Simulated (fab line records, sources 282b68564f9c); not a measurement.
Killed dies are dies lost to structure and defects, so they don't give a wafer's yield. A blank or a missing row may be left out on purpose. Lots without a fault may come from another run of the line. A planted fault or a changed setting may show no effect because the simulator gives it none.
Split-lot experiment | flow rit_cmos | 5 lots, 23 wafers read, on a route of 202 steps

THE SPLIT
At RIT_GATE_OXIDATION_05 (target thk 3 nm, ox time 270 s), the setting temp_c was moved away from the recipe's 900 C on 15 of the 23 wafers read, by -2.4% to +2.5%. The other wafers ran this setting at the recipe's value.

FROM THE SPLIT TO THE READING: what the file shows between them, 1 step
- RIT_GATE_ANNEAL_06: time 600 s

THE READING
GATE_OXIDE_THK, in nm, at RIT_GATE_THK_MEAS_07. Fault-free wafers of this fab line usually give 3.02 nm, standard deviation 0.075 nm.

wafer  | tool, chamber at the split | temp_c as run, C | against the recipe | GATE_OXIDE_THK, nm | against lot-mates on the recipe
L074.3 | furnace-02, 0              | 900              | recipe             | 3.08               | -
L074.5 | furnace-02, 0              | 900              | recipe             | 3.02               | -
L074.6 | furnace-02, 0              | 900              | recipe             | 3.11               | -
L078.1 | -, -                       | 887.5            | -1.4%              | 2.55               | no lot-mate on the recipe
L078.2 | -, -                       | 887.5            | -1.4%              | 2.52               | no lot-mate on the recipe
L078.3 | -, -                       | 887.5            | -1.4%              | 2.50               | no lot-mate on the recipe
L078.4 | -, -                       | 887.5            | -1.4%              | 2.52               | no lot-mate on the recipe
L078.5 | -, -                       | 887.5            | -1.4%              | 2.51               | no lot-mate on the recipe
L079.1 | -, -                       | 900              | recipe             | 3.07               | -
L079.3 | -, -                       | 900              | recipe             | 3.05               | -
L079.4 | -, -                       | 900              | recipe             | 3.10               | -
L079.5 | -, -                       | 900              | recipe             | 3.04               | -
L079.6 | -, -                       | 900              | recipe             | 3.05               | -
L083.2 | -, -                       | 878.6            | -2.4%              | 2.34               | no lot-mate on the recipe
L083.3 | -, -                       | 878.6            | -2.4%              | 2.34               | no lot-mate on the recipe
L083.4 | -, -                       | 878.6            | -2.4%              | 2.19               | no lot-mate on the recipe
L083.5 | -, -                       | 878.6            | -2.4%              | 2.25               | no lot-mate on the recipe
L083.6 | -, -                       | 878.6            | -2.4%              | 2.23               | no lot-mate on the recipe
L085.2 | -, -                       | 922.5            | +2.5%              | 3.95               | no lot-mate on the recipe
L085.3 | -, -                       | 922.5            | +2.5%              | 3.98               | no lot-mate on the recipe
L085.4 | -, -                       | 922.5            | +2.5%              | 4.01               | no lot-mate on the recipe
L085.5 | -, -                       | 922.5            | +2.5%              | 4.07               | no lot-mate on the recipe
L085.6 | -, -                       | 922.5            | +2.5%              | 4.09               | no lot-mate on the recipe

THE FIT
A straight line over all 23 wafers: GATE_OXIDE_THK changes by +0.366 nm for each +1% of temp_c; r = +1.00; the points scatter about the line by 0.06 nm.
Too few moved wafers have a lot-mate on the recipe to fit a line with each lot's own level taken away.

THE WHOLE CHAIN: every reading that the file lists as answering this split, in the file's order
step                  | what it does                   | reading                                                                           | change (the file's fit)               | r (the file's)
RIT_GATE_OXIDATION_05 | target thk 3 nm, ox time 270 s | SiO2_of_GATE_OXIDATION_05.thk_nm (the simulator's own value, which no gauge read) | +0.367 nm for each +1% of the setting | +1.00
RIT_GATE_THK_MEAS_07  |                                | GATE_OXIDE_THK                                                                    | +0.366 for each +1% of the setting    | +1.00
RIT_M1_PROBE_99       |                                | etest.pmos_0p3.r_on_ohm_um (the simulator's own value, which no gauge read)       | +585 for each +1% of the setting      | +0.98
RIT_M1_PROBE_99       |                                | etest.nmos_0p3.r_on_ohm_um (the simulator's own value, which no gauge read)       | +173 for each +1% of the setting      | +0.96
RIT_M1_PROBE_99       |                                | etest.nmos_narrow.drive_ua_um (the simulator's own value, which no gauge read)    | -29.8 for each +1% of the setting     | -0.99
RIT_M1_PROBE_99       |                                | etest.nmos_0p3.drive_ua_um (the simulator's own value, which no gauge read)       | -29 for each +1% of the setting       | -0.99

THE FILE'S OWN FIT
GATE_OXIDE_THK changes by +0.366 nm for each +1% of temp_c, r = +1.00.
